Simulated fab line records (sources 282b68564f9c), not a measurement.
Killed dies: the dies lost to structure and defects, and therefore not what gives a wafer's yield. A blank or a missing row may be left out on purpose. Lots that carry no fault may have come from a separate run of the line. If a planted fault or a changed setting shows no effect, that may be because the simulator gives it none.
fab line records + flow rit_cmos
record
- lots=6
- wafers=18
- last_day=7
route steps=202 shown NSD@137 PSD@142 M1@202
lots that met no fault: from a run of the same line without faults
start_h: the number of hours between the record's first day and the start of the first shown wafer of the lot + wait_h: hours since the lot's step before + " same as the row above + L1.1+2: a single row standing in for several wafers + - value missing, or start not given + * or withheld: withheld + < > ~ a bound
route shown NAME@n: names a module that has steps shown in the file, with the first one's number in the route + usual: mean/standard deviation of fault-free wafers + same: alike in all rows + chamber/n: place in a boat + sites: per-site readings + _std_site: the values' standard deviation + _edge_site: the outer-site mean with the inner-site mean subtracted + radius_mm: for every site, how far away it sits from the centre of the wafer + mask NAME#n: copy n + behind: the tool/chamber that last shaped the wafer + hold: the reason the lot was held/the length of the hold in hours/how it ended + device: transistor that didn't switch, given as n, p or np + end of line: the same wafers' tests at the end of the route + where a step has no rows: the recipe by itself + killed: at the first sort, the dies lost to defects and structure; wafer yield is something else + map: a wafer's dies, x killed, . not, _ none there
set.NAME: the run value of the setting; set.NAME@STEP: its run value at that earlier step + model.NAME: the simulator's own value behind a step, which no gauge read
a table for each step, a row for each wafer; lots at some steps of the route
services: the hour from which a tool's chamber was out of use, counted from the record's first day as start_h (under 0 if before that day), plus the number of hours and why
## steps
# step RIT_NSD_OVL_MEAS_06
# usual
- NSD_OVL=0.1/1.3
| lot.wafer | tool       | chamber | start_h | wait_h | NSD_OVL[nm] |
|-----------|------------|---------|---------|--------|-------------|
| L161.3    | overlay-01 | -       | 52.90   | -      | -0.1        |
| L161.5    | "          | -       | "       | "      | -0.1        |
| L161.6    | "          | -       | "       | "      | -0.1        |
| L163.2    | overlay-02 | -       | 63.77   | -      | 0.0         |
| L163.3    | "          | -       | "       | "      | 0.3         |
| L163.5    | "          | -       | "       | "      | 1.6         |
| L168.2    | overlay-01 | -       | 89.14   | -      | -2.4        |
| L168.3    | "          | -       | "       | "      | -0.2        |
| L168.6    | "          | -       | "       | "      | -0.7        |
| L171.1    | overlay-01 | -       | 105.87  | -      | 0.7         |
| L171.2    | "          | -       | "       | "      | 0.7         |
| L171.4    | "          | -       | "       | "      | 0.6         |
| L178.4    | overlay-01 | -       | 142.48  | -      | 2.5         |
| L178.5    | "          | -       | "       | "      | 2.1         |
| L178.6    | "          | -       | "       | "      | 0.0         |
| L181.2    | overlay-01 | -       | 152.39  | -      | 0.3         |
| L181.3    | "          | -       | "       | "      | 1.3         |
| L181.6    | "          | -       | "       | "      | -2.1        |
# step RIT_NSD_HARDBAKE_07
# recipe
- resist=NOVOLAK
- temp_c=140
- time_s=60
# step RIT_NSD_IMPLANT_08
# recipe
- species=P
- energy_kev=25
- dose_cm2=1e+15
- tilt_deg=7
# step RIT_NSD_STRIP_09
# recipe
- chemistry=O2
- time_s=180
- resist=NOVOLAK
- platen_temp_c=withheld
- power_w=500
- pressure_mtorr=4000
- o2_flow_sccm=4000
# usual
- drypump_motor_current_A=5.5/0.4
- rf_refl_power_W=6.1/1.2
| lot.wafer | tool            | chamber | start_h | wait_h | drypump_motor_current_A | rf_hours_counter_h | rf_refl_power_W |
|-----------|-----------------|---------|---------|--------|-------------------------|--------------------|-----------------|
| L161.3    | plasma_asher-01 | 0       | 53.28   | 0.1    | 4.8                     | -                  | 6.5             |
| L161.5    | "               | 1       | "       | "      | 5.8                     | -                  | 4.5             |
| L161.6    | "               | 0       | "       | "      | 4.8                     | -                  | 6.5             |
| L163.2    | plasma_asher-01 | 1       | 64.10   | 0.1    | 5.9                     | 27                 | 4.4             |
| L163.3    | "               | 1       | "       | "      | 5.9                     | -                  | 4.4             |
| L163.5    | "               | 1       | "       | "      | 5.9                     | -                  | 4.7             |
| L168.2    | plasma_asher-04 | 0       | 89.47   | 0.1    | 5.8                     | 46                 | 7.3             |
| L168.3    | "               | 0       | "       | "      | 5.8                     | -                  | 7.3             |
| L168.6    | "               | 0       | "       | "      | 5.8                     | -                  | 7.3             |
| L171.1    | plasma_asher-04 | 1       | 106.20  | 0.1    | 5.5                     | 48                 | 4.9             |
| L171.2    | "               | 0       | "       | "      | 5.8                     | 48                 | 7.4             |
| L171.4    | "               | 0       | "       | "      | 5.8                     | -                  | 7.2             |
| L178.4    | plasma_asher-01 | 0       | 142.86  | 0.1    | 4.8                     | -                  | 7.0             |
| L178.5    | "               | 1       | "       | "      | 5.9                     | -                  | 4.4             |
| L178.6    | "               | 0       | "       | "      | 4.8                     | -                  | 6.6             |
| L181.2    | plasma_asher-04 | 1       | 152.72  | 0.1    | 5.6                     | 4                  | 5.0             |
| L181.3    | "               | 1       | "       | "      | 5.5                     | -                  | 4.9             |
| L181.6    | "               | 0       | "       | "      | 5.8                     | -                  | 7.2             |
# step RIT_NSD_TW_MEAS_10
# usual
- NSD_TW=3102/30
| lot.wafer | tool          | chamber | start_h | wait_h | NSD_TW |
|-----------|---------------|---------|---------|--------|--------|
| L161.3    | film_metro-02 | -       | 53.42   | 0.1    | 3086   |
| L161.5    | "             | -       | "       | "      | 3091   |
| L161.6    | "             | -       | "       | "      | 3062   |
| L163.2    | film_metro-01 | -       | 64.29   | 0.1    | 3117   |
| L163.3    | "             | -       | "       | "      | 3117   |
| L163.5    | "             | -       | "       | "      | 3133   |
| L168.2    | film_metro-03 | -       | 89.65   | 0.1    | 3095   |
| L168.3    | "             | -       | "       | "      | 3087   |
| L168.6    | "             | -       | "       | "      | 3089   |
| L171.1    | film_metro-03 | -       | 106.38  | 0.1    | 3065   |
| L171.2    | "             | -       | "       | "      | 3072   |
| L171.4    | "             | -       | "       | "      | 3078   |
| L178.4    | film_metro-01 | -       | 143.01  | 0.1    | 3116   |
| L178.5    | "             | -       | "       | "      | 3117   |
| L178.6    | "             | -       | "       | "      | 3115   |
| L181.2    | film_metro-02 | -       | 152.90  | 0.1    | 3089   |
| L181.3    | "             | -       | "       | "      | 3082   |
| L181.6    | "             | -       | "       | "      | 3079   |
# step RIT_PSD_HMDS_00
# recipe
- prime_time_s=60
- prime_temp_c=140
# step RIT_PSD_COAT_01
# recipe
- resist=NOVOLAK
- spin_rpm=3250
- resist_thk_nm=1000
# step RIT_PSD_SOFTBAKE_02
# recipe
- resist=NOVOLAK
- temp_c=90
- time_s=60
# step RIT_PSD_EXPOSE_03
# recipe
- mask_id=M10
- na=0.57
- target_cd_nm=40900
- dose_mj=250
# step RIT_PSD_PEB_04
# recipe
- resist=NOVOLAK
- temp_c=withheld
- time_s=withheld
# step RIT_PSD_DEVELOP_05
# recipe
- resist=NOVOLAK
- develop_time_s=50
- dev_temp_c=23
# step RIT_PSD_OVL_MEAS_06
# usual
- PSD_OVL=-0.2/1.4
| lot.wafer | tool       | chamber | start_h | wait_h | PSD_OVL[nm] |
|-----------|------------|---------|---------|--------|-------------|
| L161.3    | overlay-01 | -       | 54.32   | -      | 0.1         |
| L161.5    | "          | -       | "       | "      | -0.1        |
| L161.6    | "          | -       | "       | "      | 0.6         |
| L163.2    | overlay-02 | -       | 65.19   | -      | -0.8        |
| L163.3    | "          | -       | "       | "      | 0.0         |
| L163.5    | "          | -       | "       | "      | -0.4        |
| L168.2    | overlay-02 | -       | 90.69   | -      | 0.7         |
| L168.3    | "          | -       | "       | "      | 1.5         |
| L168.6    | "          | -       | "       | "      | 3.3         |
| L171.1    | overlay-01 | -       | 107.29  | -      | 0.6         |
| L171.2    | "          | -       | "       | "      | -0.3        |
| L171.4    | "          | -       | "       | "      | -1.9        |
| L178.4    | overlay-01 | -       | 144.14  | -      | 1.3         |
| L178.5    | "          | -       | "       | "      | -0.4        |
| L178.6    | "          | -       | "       | "      | 0.1         |
| L181.2    | overlay-02 | -       | 153.81  | -      | 0.5         |
| L181.3    | "          | -       | "       | "      | 0.0         |
| L181.6    | "          | -       | "       | "      | -1.0        |
# step RIT_PSD_HARDBAKE_07
# recipe
- resist=NOVOLAK
- temp_c=140
- time_s=60
# usual
- heater_power_total_W=62.54/0.045
- plate_temp_C=139.98/0.16
| lot.wafer | tool           | chamber | start_h | wait_h | heater_power_total_W | plate_temp_C |
|-----------|----------------|---------|---------|--------|----------------------|--------------|
| L161.3    | litho_track-03 | 0       | 54.40   | 0.1    | 62.56                | 140.13       |
| L161.5    | "              | 0       | "       | "      | 62.54                | 140.04       |
| L161.6    | "              | 0       | "       | "      | 62.56                | 140.01       |
| L163.2    | litho_track-04 | 0       | 65.25   | 0.0    | 62.57                | 140.09       |
| L163.3    | "              | 0       | "       | "      | 62.51                | 139.84       |
| L163.5    | "              | 0       | "       | "      | 62.61                | 140.06       |
| L168.2    | litho_track-04 | 0       | 90.74   | 0.0    | 62.56                | 139.82       |
| L168.3    | "              | 0       | "       | "      | 62.50                | 139.79       |
| L168.6    | "              | 0       | "       | "      | 62.49                | 139.76       |
| L171.1    | litho_track-03 | 0       | 107.33  | 0.0    | 62.56                | 140.09       |
| L171.2    | "              | 0       | "       | "      | 62.60                | 139.98       |
| L171.4    | "              | 0       | "       | "      | 62.48                | 139.98       |
| L178.4    | litho_track-04 | 0       | 144.23  | 0.1    | 61.75                | 138.58       |
| L178.5    | "              | 0       | "       | "      | 61.75                | 138.71       |
| L178.6    | "              | 0       | "       | "      | 61.69                | 138.64       |
| L181.2    | litho_track-04 | 0       | 153.87  | 0.0    | 61.77                | 138.52       |
| L181.3    | "              | 0       | "       | "      | 61.80                | 138.24       |
| L181.6    | "              | 0       | "       | "      | 61.80                | 138.53       |
# step RIT_PSD_IMPLANT_08
# recipe
- species=BF2
- energy_kev=27
- dose_cm2=5e+15
- tilt_deg=7
# step RIT_M1_PROBE_99
# usual
- killed_at_contacts=0.1/0.31
- killed_at_front_end=7/3.2
- killed_dies=7/3.2
- killed_open=3.6/2.1
- killed_short=3.5/2.1
# same
- gross_dies=264
- killed_at_M0_to_M3=0
- killed_at_M4_up=0
- killed_at_back_side=0
- killed_at_other=0
| lot.wafer | tool      | chamber | start_h | wait_h | killed_at_contacts | killed_at_front_end | killed_dies | killed_open | killed_short |
|-----------|-----------|---------|---------|--------|--------------------|---------------------|-------------|-------------|--------------|
| L161.3    | prober-02 | -       | 63.77   | 0.2    | 0                  | 2                   | 2           | 1           | 1            |
| L161.5    | prober-02 | -       | 63.87   | 0.2    | 0                  | 4                   | 4           | 1           | 3            |
| L161.6    | prober-02 | -       | 63.92   | 0.2    | 0                  | 8                   | 8           | 6           | 2            |
| L171.1    | prober-01 | -       | 115.69  | 0.1    | 0                  | 12                  | 12          | 7           | 5            |
| L171.2    | prober-01 | -       | 115.74  | 0.1    | 0                  | 3                   | 3           | 2           | 1            |
| L171.4    | prober-01 | -       | 115.84  | 0.2    | 0                  | 6                   | 6           | 4           | 2            |
| L178.4    | prober-02 | -       | 153.73  | 0.2    | 0                  | 9                   | 9           | 7           | 2            |
| L178.5    | prober-02 | -       | 153.78  | 0.2    | 0                  | 4                   | 4           | 4           | 0            |
| L178.6    | prober-02 | -       | 153.83  | 0.2    | 0                  | 9                   | 9           | 5           | 4            |
# killed by level:class
L161.3 FOX2:geometric_particle:short=1 REOX:geometric_particle:open=1
L161.5 FOX1:geometric_particle:open=1 FOX2:geometric_particle:short=1 GATE:geometric_particle:short=1 SILICIDE:geometric_particle:short=1
L161.6 GATE:geometric_particle:open=3 FOX1:geometric_particle:open=2 GATE:geometric_particle:short=1 SILICIDE:geometric_particle:short=1 SILICIDE:geometric_particle:open=1
L171.1 FOX1:geometric_particle:open=4 FOX1:geometric_particle:short=3 REOX:geometric_particle:short=2 REOX:geometric_particle:open=1 SPACER:geometric_particle:open=1 SILICIDE:geometric_particle:open=1
L171.2 FOX1:geometric_particle:open=1 GATE:geometric_particle:open=1 SPACER:geometric_particle:short=1
L171.4 FOX1:geometric_particle:open=2 REOX:geometric_particle:short=2 SPACER:geometric_particle:open=1 SILICIDE:geometric_particle:open=1
L178.4 GATE:geometric_particle:open=3 SPACER:geometric_particle:open=3 GATE:geometric_particle:short=1 REOX:geometric_particle:open=1 SPACER:geometric_particle:short=1
L178.5 GATE:geometric_particle:open=2 SPACER:geometric_particle:open=1 SILICIDE:geometric_particle:open=1
L178.6 GATE:geometric_particle:open=3 REOX:geometric_particle:short=2 FOX1:geometric_particle:open=1 FOX2:geometric_particle:short=1 FOX2:geometric_particle:open=1 SPACER:geometric_particle:short=1
## services
| tool            | chamber | start_h | hours | kind       |
|-----------------|---------|---------|-------|------------|
| plasma_asher-04 | -       | 54.47   | 2.2   | repair     |
| plasma_asher-01 | -       | 70.32   | 15.6  | pm         |
| plasma_asher-04 | -       | 108.75  | 9.0   | pm         |
| plasma_asher-04 | 0       | 108.75  | 9.0   | vent_cycle |
| plasma_asher-04 | 1       | 108.75  | 9.0   | vent_cycle |
| plasma_asher-04 | 0       | 117.75  | -     | clean      |
| plasma_asher-04 | 1       | 117.75  | -     | clean      |
## key
first_sign
- step=RIT_PSD_HARDBAKE_07
- reading=heater_power_total_W
- direction=down
- sigmas=17
- usual=62.54
- struck=61.76
effect
- step=RIT_PSD_HARDBAKE_07
- reading=plate_temp_C
- direction=down
- sigmas=9.1
- usual=*
- struck=*
met_at RIT_PSD_HARDBAKE_07
struck_wafers L178.4,L178.5,L178.6,L181.2,L181.3,L181.6
tester_left_out L178,L181
onset_between 90.74 144.23
fault
- kind=process_parameter_drift
- tool=litho_track-04
- chamber=-
- onset_h=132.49
- steps=RIT_PSD_HARDBAKE_07
- channel=temp_c
- offset=*
- shape=step
- end_h=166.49
- acts_in=*
- stated=*
# tester_left_out: of these lots the tester's yield and bins aren't shown, on N5 and GAA mostly nor the transistor test; their killed dies are dies lost to structure and defects alone, not to doping, threshold or leakage, so they don't give the yield
